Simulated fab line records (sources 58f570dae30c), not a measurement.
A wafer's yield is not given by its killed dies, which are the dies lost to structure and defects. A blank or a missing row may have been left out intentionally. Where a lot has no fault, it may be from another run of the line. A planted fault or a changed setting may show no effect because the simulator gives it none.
What tool caused it?    flow berkeley-cmos170    route of 331 steps, sampled at 1 step: 7 lots, 21 wafers

## WHAT THE GAUGES READ, wafer by wafer
UCB170_START_BOW_MEAS_00.
lot   measured     on             INCOMING_BOW (um)
L203  day 2 01:01  film-metro-02  -6 6 3
L205  day 2 11:02  film-metro-02  4 -14 -10
L208  day 3 02:02  film-metro-02  2 3 -17
L215  day 4 13:00  film-metro-01  -1 7 -14
L218  day 5 04:00  film-metro-02  -1 -3 4
L220  day 5 14:00  film-metro-03  -11 1 3
L223  day 6 05:00  film-metro-03  -5 6 9

## TOOL THAT RAN EACH LOT (tool first, then ch and the chambers of the sampled wafers, then the start)
Before these readings, the record contains no process step.

## THE ANSWER, worked out from the rows above alone
Rule: the usual values come from the lots themselves. Put in order of their means at a reading, lots are off if they are a third of the lots or fewer, leave a main group of 4 or more, and stand apart from it by a gap of 3 or more times the standard deviation of the main group's means; of several such gaps the widest counts. A main group whose means are all the same, to the digits that the tables above print for the reading, isn't used. A lot without any number at a reading at which 4 lots or more have one is off too. Any other lot the step has rows for is counted as sound.
None of the lots is off at any reading shown; this tells nothing.

## WHAT HAD BEEN PUT IN BY THE SIMULATOR
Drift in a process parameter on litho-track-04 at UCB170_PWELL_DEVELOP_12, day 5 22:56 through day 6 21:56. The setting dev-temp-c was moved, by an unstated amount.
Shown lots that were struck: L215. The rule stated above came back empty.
